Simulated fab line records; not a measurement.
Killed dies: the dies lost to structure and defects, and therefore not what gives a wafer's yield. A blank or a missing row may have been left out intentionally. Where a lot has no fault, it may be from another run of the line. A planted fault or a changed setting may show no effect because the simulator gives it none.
Struck lot and sound lot, side by side | flow berkeley cmos170 | 28 steps out of a route of 331
Sound: wafers L139.1, L139.2, L139.4. The struck wafers were L131.3, L131.4, L131.6. The cause is named last.
Order at every step that has rows: each side's tool, ch and its chambers, its first start. Under that, the readings that differ: sound wafers | struck wafers | difference of the means | sigmas: that difference in standard deviations of wafers without a fault.
alike: readings with means less than 2 such deviations apart, plus words and numbers identical on both sides. not compared: withheld readings, readings lacking a value on some wafer, bounds such as >300 that could conceal the same value, and numbers that have no deviation in the record and whose values overlap.
The two part at a step that has a row with sigmas, a row that says differs or no value, or rows on one side only. When numbers do not overlap yet have no deviation, they are printed without sigmas and do not part them. A reading that every wafer of one side lacks parts them only if that side has two wafers or more.

UCB170_PWELL_STRIP_16: strips in O2.
  sound on plasma asher-03 ch 0,1, day 8 11:26; struck on plasma asher-04 ch 0,1, day 6 04:15
  alike: drypump motor current A, oes product au, strip time to endpoint s
  not compared: rf hours counter h
UCB170_PWELL_TW_MEAS_17:
  sound: film metro-03 at day 8 11:32; struck: film metro-02 at day 6 04:20
  reading  | sound       | struck      | difference | sigmas
  PWELL_TW | 383 383 381 | 371 371 374 | -10        | -3
then, 5 steps without rows for these wafers: UCB170_PWELL_CLEAN_18 (cleans in SPM, time 600 s); UCB170_PWELL_WET_ETCH_19 (etches Si3N4 in H3PO4, time 14400 s); UCB170_PWELL_WET_ETCH_20 (etches SiO2 in BOE, time 22 s); UCB170_WELLDRIVE_CLEAN_00 (cleans in SPM, time 600 s); UCB170_WELLDRIVE_OXIDATION_01 (target thk 199 nm, ox time 9000 s).
UCB170_WELLDRIVE_THK_MEAS_02:
  sound: film metro-03 at day 9 00:05; struck: film metro-04 at day 6 19:22
  alike: WELLDRIVE_OXIDE_THK
then, 4 steps without rows for these wafers: UCB170_WELLDRIVE_ANNEAL_03 (time 900 s); UCB170_WELLDRIVE_WET_ETCH_04 (etches SiO2 in BOE, time 120 s); UCB170_ACTIVE_CLEAN_00 (cleans in SPM, time 600 s); UCB170_ACTIVE_CLEAN_01 (cleans in dHF, time 60 s).
UCB170_ACTIVE_OXIDATION_02: target thk 26.4 nm, ox time 1260 s.
  sound on furnace-01 ch 0, day 9 12:48; struck on furnace-01 ch 0, day 7 16:26
UCB170_ACTIVE_THK_MEAS_03:
  sound: film metro-04 at day 9 14:09; struck: film metro-02 at day 7 17:52
  reading               | sound          | struck         | difference | sigmas
  ACTIVE_OXIDE_THK (nm) | 26.1 26.3 25.5 | 38.2 38.2 38.2 | +12.2      | +28
then, 2 steps without rows for these wafers: UCB170_ACTIVE_ANNEAL_04 (time 900 s); UCB170_ACTIVE_CVD_05 (deposits Si3N4 from SiH2Cl2/NH3, target thk 220 nm, time 3300 s).
UCB170_ACTIVE_THK_MEAS_06:
  sound: film metro-01 at day 9 23:55; struck: film metro-01 at day 8 01:04
  alike: ACTIVE_NITRIDE_THK
then, 6 steps without rows for these wafers: UCB170_ACTIVE_HMDS_07 (prime time 60 s); UCB170_ACTIVE_COAT_08 (resist thk 900 nm); UCB170_ACTIVE_SOFTBAKE_09 (time 60 s); UCB170_ACTIVE_EXPOSE_10 (exposes mask ACTIVE, target cd 1200 nm); UCB170_ACTIVE_PEB_11; UCB170_ACTIVE_DEVELOP_12 (develop time 45 s).
UCB170_ACTIVE_CD_MEAS_13: the cd target is 1200 nm.
  sound: cd sem-02 at day 10 01:16; struck: cd sem-02 at day 8 02:23
  alike: cd nm
UCB170_ACTIVE_OVL_MEAS_14:
  sound: overlay-01 at day 10 01:23; struck: overlay-01 at day 8 02:29
  alike: ACTIVE_OVL
UCB170_ACTIVE_ETCH_15: etches Si3N4 in CH3F/Ar/O2, stops on SiO2, target depth 242 nm, time 151 s.
  sound on rie diel-01 ch 0,1,3, day 10 01:25; struck on rie diel-03 ch 1,3, day 8 02:34
  reading                                       | sound             | struck           | difference                    | sigmas
  rf hours counter h (h)                        | 132 111 0         | - - -            | no value on the struck wafers |
  model.SiO2_of_ACTIVE_OXIDATION_02.thk nm (nm) | 22.36 22.23 21.98 | 34.54 34.27 34.6 | +12.28                        |
  alike: drypump motor current A, oes product au, throttle valve pct
UCB170_ACTIVE_STRIP_16: strips in O2.
  sound on plasma asher-01 ch 0,1, day 10 01:31; struck on plasma asher-01 ch 0,1, day 8 02:41
  alike: drypump motor current A, oes product au, strip time to endpoint s
  not compared: rf hours counter h
-- the record jumps here: 4 days lie between the struck wafers' starts before and after (it left off in module ACTIVE and takes up again in module M3, whose first step shown is number 331 of the route) --
UCB170_M3_PROBE_99:
  the record has rows for the struck wafers here (prober-01, day 11 23:38) and none for the sound ones

== WHERE THEY PART ==
First at UCB170_PWELL_TW_MEAS_17; last, within this record, at UCB170_M3_PROBE_99.

WHY: what the simulator had put in
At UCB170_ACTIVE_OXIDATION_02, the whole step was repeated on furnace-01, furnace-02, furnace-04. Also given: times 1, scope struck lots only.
